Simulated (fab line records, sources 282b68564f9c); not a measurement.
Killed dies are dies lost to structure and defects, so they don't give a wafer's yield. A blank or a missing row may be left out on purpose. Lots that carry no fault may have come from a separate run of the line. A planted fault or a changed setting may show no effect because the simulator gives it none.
fab line records ; flow rit_cmos
[record] lots = 15; wafers = 45; last_day = 7
route steps=202 shown ACTIVE@2 NSD@140 PSD@151 M1@199
lots that met no fault: from a run of the same line without faults
start_h: hours from the record's first day to the start of the lot's first wafer shown ; wait_h: hours elapsed since this lot's preceding step ; " identical to the entry in the row above ; L1.1+2: a single row standing in for several wafers ; - no value present, or no start provided ; * or withheld: withheld ; < > ~ a bound
route shown NAME@n: a module of which the file shows steps, and the number in the route of the first ; usual: average and standard deviation across the fault-free wafers ; same: alike in all rows ; chamber/n: place in a boat ; sites: the reading at each site ; _std_site: standard deviation of those values ; _edge_site: inner sites' mean taken away from outer sites' mean ; radius_mm: for every site, how far away it sits from the centre of the wafer ; mask NAME#n: copy n ; behind: the most recent tool/chamber to have shaped the wafer ; hold: the reason the lot was held/the length of the hold in hours/how it ended ; device: the transistor (n, p or np) that didn't switch ; end of line: tests of these same wafers at the route's end ; for a step that has no rows: nothing shown but its recipe ; killed: the dies lost at the first sort to structure and to defects; this is not the yield of the wafer ; map: dies across one wafer; x = killed, . = not, _ = none there
set.NAME: the run value of the setting; set.NAME@STEP: its run value at that earlier step ; model.NAME: the simulator's own value behind a step, which no gauge read
a sample of lots followed through the steps of the route, with each step as a table and each wafer as a row
services: from which hour (start_h, from the record's first day; less than 0 if before it) a tool's chamber was out of use, for how many hours, and why
[[steps]]
[step RIT_ACTIVE_OXIDATION_01]
[recipe] temp_c = 1000; ambient = O2; target_thk_a = 468; ox_time_s = 3360
[usual] spike_tc_centre_C = 1002.7/2.4; spike_tc_load_C = 1028.3/1.9; spike_tc_source_C = 1026.0/2.1; tube_center_temp_C = 999.99/0.088; tube_center_temp_C_max = 1002.6/0.43; zone_power_source_pct = 34/3.4
lot.wafer;tool;chamber;start_h;wait_h;spike_tc_centre_C;spike_tc_load_C;spike_tc_source_C;tube_center_temp_C;tube_center_temp_C_max;zone_power_source_pct
L342.2;furnace-04;0;11.03;1.0;1000.8;1025.8;1031.4;1000;1002.2;32
L342.4;furnace-04;0;11.03;1.0;1000.7;1025.9;1029.0;1000.1;1003.3;32
L342.6;furnace-04;0;11.03;1.0;1001.3;1026.4;1028.8;1000;1002.5;33
L343.1;furnace-03;0;15.83;0.8;1006.3;1030.1;1023.2;999.94;1002.7;31
L343.4;furnace-03;0;15.83;0.8;1004.7;1030.0;1024.5;1000;1002.7;31
L343.6;furnace-03;0;15.83;0.8;1005.1;1029.6;1024.6;999.92;1002.1;30
L344.1;furnace-04;0;20.56;0.5;1001.7;1027.0;1030.6;999.83;1002.8;33
L344.5;furnace-04;0;20.56;0.5;1002.3;1026.1;1030.3;1000.1;1002.4;32
L344.6;furnace-04;0;20.56;0.5;1001.3;1025.0;1028.6;999.8;1001.9;32
L346.1;furnace-01;0;30.12;0.1;998.7;1027.9;1023.3;999.99;1002.7;39
L346.3;furnace-01;0;30.12;0.1;1000.1;1028.7;1026.0;999.98;1002.0;39
L346.5;furnace-01;0;30.12;0.1;1000.7;1029.2;1025.5;999.93;1002.6;39
L347.1;furnace-04;0;35.44;0.4;1001.1;1026.1;1029.2;1000.2;1002.8;33
L347.2;furnace-04;0;35.44;0.4;1004.0;1026.1;1027.8;999.86;1002.5;32
L347.4;furnace-04;0;35.44;0.4;1002.8;1025.3;1028.3;1000;1002.0;32
L348.2;furnace-03;0;41.51;1.5;1005.8;1030.6;1024.2;1000;1002.9;30
L348.3;furnace-03;0;41.51;1.5;1005.1;1030.6;1025.8;999.88;1002.0;31
L348.5;furnace-03;0;41.51;1.5;1006.2;1029.8;1025.0;1000.1;1002.7;31
L349.1;furnace-03;0;49.65;4.6;1006.3;1031.7;1025.6;999.93;1002.4;31
L349.3;furnace-03;0;49.65;4.6;1005.2;1031.1;1023.3;999.86;1002.8;30
L349.4;furnace-03;0;49.65;4.6;1004.0;1030.3;1025.3;1000.1;1002.4;31
L350.1;furnace-03;0;53.14;3.1;1031.3;1054.9;1050.2;1024.9;1028.4;33
L350.2;furnace-03;0;53.14;3.1;1030.7;1055.6;1049.3;1025.1;1027.6;33
L350.4;furnace-03;0;53.14;3.1;1032.7;1054.4;1051.5;1025;1027.8;33
L351.1;furnace-03;0;56.39;1.4;1030.4;1054.6;1050.5;1024.9;1027.3;33
L351.2;furnace-03;0;56.39;1.4;1029.2;1054.9;1050.7;1025.1;1027.5;32
L351.4;furnace-03;0;56.39;1.4;1030.3;1055.1;1048.2;1025;1027.4;33
L353.1;furnace-03;0;65.12;0.1;1030.0;1056.7;1049.1;1024.9;1028.1;33
L353.2;furnace-03;0;65.12;0.1;1030.4;1056.4;1050.0;1024.9;1027.1;33
L353.4;furnace-03;0;65.12;0.1;1030.7;1055.2;1049.8;1025;1027.4;32
L357.1;furnace-04;0;85.41;0.4;1001.1;1027.6;1028.5;1000.1;1002.3;33
L357.5;furnace-04;0;85.41;0.4;1004.1;1026.4;1029.6;999.94;1002.8;32
L357.6;furnace-04;0;85.41;0.4;1002.6;1025.3;1029.1;999.96;1002.3;32
L358.2;furnace-01;0;92.30;2.3;1001.9;1028.7;1025.5;999.98;1002.3;39
L358.4;furnace-01;0;92.30;2.3;1000.9;1029.5;1023.8;1000;1002.0;39
L358.5;furnace-01;0;92.30;2.3;999.1;1028.3;1025.3;1000.2;1002.9;39
L360.1;furnace-01;0;100.63;0.6;998.9;1029.0;1024.6;999.95;1002.9;38
L360.3;furnace-01;0;100.63;0.6;1001.0;1028.7;1024.6;1000;1002.6;39
L360.6;furnace-01;0;100.63;0.6;999.8;1031.7;1022.7;999.97;1002.7;39
L363.1;furnace-01;0;116.15;1.1;1000.5;1026.4;1025.7;999.98;1001.9;39
L363.3;furnace-01;0;116.15;1.1;1000.4;1030.5;1024.7;999.98;1002.8;39
L363.5;furnace-01;0;116.15;1.1;998.7;1028.0;1023.1;1000;1002.7;39
L364.3;furnace-01;0;120.12;0.1;999.7;1028.6;1025.6;1000.1;1002.4;39
L364.4;furnace-01;0;120.12;0.1;999.8;1027.2;1024.4;1000.1;1002.9;39
L364.5;furnace-01;0;120.12;0.1;999.9;1029.5;1024.1;1000.1;1003.0;39
[step RIT_ACTIVE_THK_MEAS_02]
[recipe] reads = SiO2_of_ACTIVE_OXIDATION_01
[usual] ACTIVE_OXIDE_THK = 46.1/0.74
lot.wafer;tool;chamber;start_h;wait_h;ACTIVE_OXIDE_THK[nm]
L342.2;film_metro-01;-;12.97;0.0;47.8
L342.4;film_metro-01;-;12.97;0.0;47.1
L342.6;film_metro-01;-;12.97;0.0;47.1
L343.1;film_metro-01;-;17.76;0.0;46.0
L343.4;film_metro-01;-;17.76;0.0;46.7
L343.6;film_metro-01;-;17.76;0.0;46.9
L344.1;film_metro-03;-;22.50;0.0;46.2
L344.5;film_metro-03;-;22.50;0.0;45.7
L344.6;film_metro-03;-;22.50;0.0;45.9
L346.1;film_metro-03;-;32.05;0.0;45.0
L346.3;film_metro-03;-;32.05;0.0;45.6
L346.5;film_metro-03;-;32.05;0.0;44.6
L347.1;film_metro-01;-;37.38;0.0;47.0
L347.2;film_metro-01;-;37.38;0.0;46.5
L347.4;film_metro-01;-;37.38;0.0;45.6
L348.2;film_metro-04;-;43.45;0.0;46.8
L348.3;film_metro-04;-;43.45;0.0;46.4
L348.5;film_metro-04;-;43.45;0.0;46.3
L349.1;film_metro-01;-;51.58;0.0;46.2
L349.3;film_metro-01;-;51.58;0.0;47.0
L349.4;film_metro-01;-;51.58;0.0;46.5
L350.1;film_metro-01;-;55.08;0.0;57.9
L350.2;film_metro-01;-;55.08;0.0;57.9
L350.4;film_metro-01;-;55.08;0.0;57.8
L351.1;film_metro-04;-;58.32;0.0;57.9
L351.2;film_metro-04;-;58.32;0.0;58.0
L351.4;film_metro-04;-;58.32;0.0;58.1
L353.1;film_metro-04;-;67.05;0.0;58.5
L353.2;film_metro-04;-;67.05;0.0;59.1
L353.4;film_metro-04;-;67.05;0.0;58.2
L357.1;film_metro-03;-;87.34;0.0;46.3
L357.5;film_metro-03;-;87.34;0.0;46.1
L357.6;film_metro-03;-;87.34;0.0;45.6
L358.2;film_metro-04;-;94.25;0.0;46.7
L358.4;film_metro-04;-;94.25;0.0;46.4
L358.5;film_metro-04;-;94.25;0.0;46.5
L360.1;film_metro-04;-;102.57;0.0;45.1
L360.3;film_metro-04;-;102.57;0.0;44.8
L360.6;film_metro-04;-;102.57;0.0;45.2
L363.1;film_metro-01;-;118.09;0.0;46.6
L363.3;film_metro-01;-;118.09;0.0;46.1
L363.5;film_metro-01;-;118.09;0.0;46.3
L364.3;film_metro-04;-;122.07;0.0;46.2
L364.4;film_metro-04;-;122.07;0.0;45.4
L364.5;film_metro-04;-;122.07;0.0;46.1
[step RIT_NSD_STRIP_09]
[recipe] chemistry = O2; time_s = 180; resist = NOVOLAK; platen_temp_c = withheld; power_w = 500; pressure_mtorr = 4000; o2_flow_sccm = 4000
[usual] drypump_motor_current_A = 5.8/0.44
lot.wafer;tool;chamber;start_h;wait_h;drypump_motor_current_A;rf_hours_counter_h
L342.2;plasma_asher-03;0;55.41;0.1;5.5;27
L342.4;plasma_asher-03;0;55.41;0.1;5.6;-
L342.6;plasma_asher-03;1;55.41;0.1;5.5;-
L343.1;plasma_asher-02;0;56.49;0.1;5.6;41
L343.4;plasma_asher-02;1;56.49;0.1;6.5;-
L343.6;plasma_asher-02;0;56.49;0.1;5.7;-
L344.1;plasma_asher-03;0;69.06;0.1;5.5;29
L344.5;plasma_asher-03;1;69.06;0.1;5.4;-
L344.6;plasma_asher-03;0;69.06;0.1;5.6;-
L346.1;plasma_asher-01;1;79.27;0.1;6.4;39
L346.3;plasma_asher-01;0;79.27;0.1;5.4;-
L346.5;plasma_asher-01;0;79.27;0.1;5.5;-
L347.1;plasma_asher-02;1;85.33;0.1;6.5;44
L347.2;plasma_asher-02;0;85.33;0.1;5.7;44
L347.4;plasma_asher-02;1;85.33;0.1;6.6;-
L348.2;plasma_asher-03;1;92.25;0.1;5.5;31
L348.3;plasma_asher-03;1;92.25;0.1;5.5;-
L348.5;plasma_asher-03;1;92.25;0.1;5.5;-
L350.1;plasma_asher-03;1;94.24;0.1;5.5;31
L350.2;plasma_asher-03;0;94.24;0.1;5.6;31
L350.4;plasma_asher-03;0;94.24;0.1;5.5;-
L349.1;plasma_asher-01;0;94.75;0.1;5.5;41
L349.3;plasma_asher-01;1;94.75;0.1;6.4;-
L349.4;plasma_asher-01;0;94.75;0.1;5.4;-
L351.1;plasma_asher-01;1;99.55;0.1;6.4;41
L351.2;plasma_asher-01;0;99.55;0.1;5.4;41
L351.4;plasma_asher-01;1;99.55;0.1;6.4;-
L353.1;plasma_asher-02;0;110.07;0.1;5.7;47
L353.2;plasma_asher-02;1;110.07;0.1;6.5;47
L353.4;plasma_asher-02;0;110.07;0.1;5.7;-
L357.1;plasma_asher-03;0;126.83;0.1;5.6;36
L357.5;plasma_asher-03;1;126.83;0.1;5.4;-
L357.6;plasma_asher-03;0;126.83;0.1;5.6;-
L358.2;plasma_asher-02;0;130.51;0.1;5.7;50
L358.4;plasma_asher-02;1;130.51;0.1;6.6;-
L358.5;plasma_asher-02;1;130.51;0.1;6.6;-
L360.1;plasma_asher-03;1;138.66;0.1;5.5;37
L360.3;plasma_asher-03;0;138.66;0.1;5.6;-
L360.6;plasma_asher-03;1;138.66;0.1;5.5;-
L363.1;plasma_asher-02;0;156.51;0.1;5.7;52
L363.3;plasma_asher-02;0;156.51;0.1;5.7;-
L363.5;plasma_asher-02;0;156.51;0.1;5.7;-
L364.3;plasma_asher-01;0;166.57;0.1;5.4;-
L364.4;plasma_asher-01;1;166.57;0.1;6.4;-
L364.5;plasma_asher-01;1;166.57;0.1;6.4;-
[step RIT_PSD_STRIP_09]
[recipe] chemistry = O2; time_s = 180; resist = NOVOLAK; platen_temp_c = withheld; power_w = 500; pressure_mtorr = 4000; o2_flow_sccm = 4000
[usual] drypump_motor_current_A = 5.8/0.31
lot.wafer;tool;chamber;start_h;wait_h;drypump_motor_current_A;rf_hours_counter_h
L342.2;plasma_asher-04;0;56.99;0.1;6.0;42
L342.4;plasma_asher-04;0;56.99;0.1;6.0;-
L342.6;plasma_asher-04;0;56.99;0.1;6.0;-
L343.1;plasma_asher-01;1;58.02;0.1;6.4;37
L343.4;plasma_asher-01;1;58.02;0.1;6.4;-
L343.6;plasma_asher-01;1;58.02;0.1;6.4;-
L344.1;plasma_asher-04;1;70.61;0.1;5.8;44
L344.5;plasma_asher-04;1;70.61;0.1;5.8;-
L344.6;plasma_asher-04;0;70.61;0.1;6.0;-
L346.1;plasma_asher-04;0;80.85;0.1;6.0;45
L346.3;plasma_asher-04;1;80.85;0.1;5.8;-
L346.5;plasma_asher-04;1;80.85;0.1;5.8;-
L347.1;plasma_asher-01;1;86.88;0.1;6.4;40
L347.2;plasma_asher-01;0;86.88;0.1;5.4;40
L347.4;plasma_asher-01;0;86.88;0.1;5.5;-
L348.2;plasma_asher-04;1;93.83;0.1;5.8;46
L348.3;plasma_asher-04;0;93.83;0.1;6.0;-
L348.5;plasma_asher-04;1;93.83;0.1;5.8;-
L350.1;plasma_asher-03;1;95.66;0.1;5.5;32
L350.2;plasma_asher-03;0;95.66;0.1;5.6;32
L350.4;plasma_asher-03;0;95.66;0.1;5.5;-
L349.1;plasma_asher-01;1;96.17;0.1;6.4;41
L349.3;plasma_asher-01;0;96.17;0.1;5.5;-
L349.4;plasma_asher-01;1;96.17;0.1;6.4;-
L351.1;plasma_asher-04;0;101.10;0.1;6.0;47
L351.2;plasma_asher-04;1;101.10;0.1;5.8;47
L351.4;plasma_asher-04;0;101.10;0.1;6.0;-
L353.1;plasma_asher-04;0;111.62;0.1;6.0;48
L353.2;plasma_asher-04;1;111.62;0.1;5.8;48
L353.4;plasma_asher-04;1;111.62;0.1;5.8;-
L357.1;plasma_asher-03;1;128.27;0.1;5.5;36
L357.5;plasma_asher-03;0;128.27;0.1;5.5;-
L357.6;plasma_asher-03;1;128.27;0.1;5.5;-
L358.2;plasma_asher-04;1;132.15;0.1;5.8;51
L358.4;plasma_asher-04;1;132.15;0.1;5.8;-
L358.5;plasma_asher-04;1;132.15;0.1;5.8;-
L360.1;plasma_asher-03;0;140.08;0.1;5.5;37
L360.3;plasma_asher-03;1;140.08;0.1;5.5;-
L360.6;plasma_asher-03;1;140.08;0.1;5.5;-
L363.1;plasma_asher-01;1;158.01;0.1;6.4;4
L363.3;plasma_asher-01;0;158.01;0.1;5.4;-
L363.5;plasma_asher-01;1;158.01;0.1;6.4;-
L364.3;plasma_asher-03;1;168.00;0.1;5.5;-
L364.4;plasma_asher-03;0;168.00;0.1;5.5;-
L364.5;plasma_asher-03;0;168.00;0.1;5.5;-
[step RIT_M1_CD_MEAS_90]
[recipe] target_cd_nm = 2600
[usual] cd_nm = 2600/3.2
lot.wafer;tool;chamber;start_h;wait_h;cd_nm
L342.2;cd_sem-01;-;63.37;0.1;2601
L342.4;cd_sem-01;-;63.37;0.1;2600
L342.6;cd_sem-01;-;63.37;0.1;2600
L343.1;cd_sem-02;-;64.24;0.1;2601
L343.4;cd_sem-02;-;64.24;0.1;2599
L343.6;cd_sem-02;-;64.24;0.1;2600
L344.1;cd_sem-01;-;76.96;0.1;2593
L344.5;cd_sem-01;-;76.96;0.1;2598
L344.6;cd_sem-01;-;76.96;0.1;2593
L346.1;cd_sem-02;-;87.26;0.1;2604
L346.3;cd_sem-02;-;87.26;0.1;2602
L346.5;cd_sem-02;-;87.26;0.1;2600
L347.1;cd_sem-02;-;93.21;0.1;2597
L347.2;cd_sem-02;-;93.21;0.1;2601
L347.4;cd_sem-02;-;93.21;0.1;2600
L348.2;cd_sem-02;-;100.43;0.1;2605
L348.3;cd_sem-02;-;100.43;0.1;2608
L348.5;cd_sem-02;-;100.43;0.1;2607
L350.1;cd_sem-01;-;102.29;0.1;2599
L350.2;cd_sem-01;-;102.29;0.1;2602
L350.4;cd_sem-01;-;102.29;0.1;2604
L349.1;cd_sem-02;-;102.75;0.1;2598
L349.3;cd_sem-02;-;102.75;0.1;2599
L349.4;cd_sem-02;-;102.75;0.1;2598
L351.1;cd_sem-02;-;107.47;0.1;2600
L351.2;cd_sem-02;-;107.47;0.1;2601
L351.4;cd_sem-02;-;107.47;0.1;2599
L353.1;cd_sem-01;-;118.20;0.1;2603
L353.2;cd_sem-01;-;118.20;0.1;2599
L353.4;cd_sem-01;-;118.20;0.1;2603
L357.1;cd_sem-02;-;134.69;0.1;2599
L357.5;cd_sem-02;-;134.69;0.1;2600
L357.6;cd_sem-02;-;134.69;0.1;2601
L358.2;cd_sem-02;-;138.53;0.1;2598
L358.4;cd_sem-02;-;138.53;0.1;2596
L358.5;cd_sem-02;-;138.53;0.1;2598
L360.1;cd_sem-02;-;146.25;0.1;2599
L360.3;cd_sem-02;-;146.25;0.1;2599
L360.6;cd_sem-02;-;146.25;0.1;2599
L363.1;cd_sem-02;-;164.39;0.1;2598
L363.3;cd_sem-02;-;164.39;0.1;2598
L363.5;cd_sem-02;-;164.39;0.1;2597
L364.3;cd_sem-01;-;174.93;0.1;2595
L364.4;cd_sem-01;-;174.93;0.1;2592
L364.5;cd_sem-01;-;174.93;0.1;2595
[step RIT_M1_PROBE_99]
[usual] killed_at_contacts = 0.0/0.2; killed_at_front_end = 6.8/3; killed_dies = 6.9/3; killed_open = 3.3/1.9; killed_short = 3.6/1.9
[same] gross_dies = 264; killed_at_M0_to_M3 = 0; killed_at_M4_up = 0; killed_at_back_side = 0; killed_at_other = 0
lot.wafer;tool;chamber;start_h;wait_h;killed_at_contacts;killed_at_front_end;killed_dies;killed_open;killed_short
L357.1;prober-01;-;136.43;0.1;0;9;9;5;4
L357.5;prober-01;-;136.63;0.2;0;3;3;3;0
L357.6;prober-01;-;136.68;0.2;0;11;11;4;7
// killed by level:class
L357.1 FOX2:geometric_particle:open=3 FOX2:geometric_particle:short=1 GATE:geometric_particle:short=1 REOX:geometric_particle:short=1 REOX:geometric_particle:open=1 SPACER:geometric_particle:short=1 SPACER:geometric_particle:open=1
L357.5 SILICIDE:geometric_particle:open=2 GATE:geometric_particle:open=1
L357.6 GATE:geometric_particle:short=4 FOX2:geometric_particle:short=2 GATE:geometric_particle:open=2 FOX1:geometric_particle:open=1 FOX2:geometric_particle:open=1 SILICIDE:geometric_particle:short=1
[[services]]
tool;chamber;start_h;hours;kind
furnace-04;-;2.91;3.8;pm
furnace-01;-;11.55;1.4;repair
plasma_asher-03;-;16.05;4.5;repair
furnace-03;-;43.44;3.8;pm
plasma_asher-04;-;46.25;2.0;repair
furnace-01;-;48.56;2.7;pm
plasma_asher-01;-;108.75;9.0;pm
plasma_asher-01;0;108.75;9.0;vent_cycle
plasma_asher-01;1;108.75;9.0;vent_cycle
furnace-03;-;112.27;1.0;pm
plasma_asher-01;0;117.75;-;clean
plasma_asher-01;1;117.75;-;clean
furnace-04;-;139.39;3.6;pm
plasma_asher-02;-;142.05;0.5;repair
furnace-04;-;142.24;37.5;repair
plasma_asher-01;-;145.83;2.8;pm
[[key]]
[first_sign] step = RIT_ACTIVE_OXIDATION_01; reading = tube_center_temp_C; direction = up; sigmas = 99+; usual = *; struck = *
[effect] step = RIT_ACTIVE_OXIDATION_01; reading = tube_center_temp_C_max; direction = up; sigmas = 58; usual = *; struck = *
[effect] step = RIT_ACTIVE_THK_MEAS_02; reading = ACTIVE_OXIDE_THK; direction = up; sigmas = 16; usual = 46.1; struck = 58.2
met_at RIT_ACTIVE_OXIDATION_01
struck_lots L350,L351,L353
tester_left_out L350,L351,L353
not_acting_at RIT_NSD_STRIP_09,RIT_PSD_STRIP_09,RIT_M1_CD_MEAS_90
[fault] kind = process_parameter_drift; tool = furnace-03; chamber = -; onset_h = 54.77; steps = RIT_ACTIVE_OXIDATION_01; channel = temp_c; offset = *; shape = step; end_h = 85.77; acts_in = *; stated = *
// tester_left_out: of these lots the tester's yield and bins aren't shown, on N5 and GAA mostly nor the transistor test; their killed dies are dies lost to structure and defects alone, not to doping, threshold or leakage, so they don't give the yield
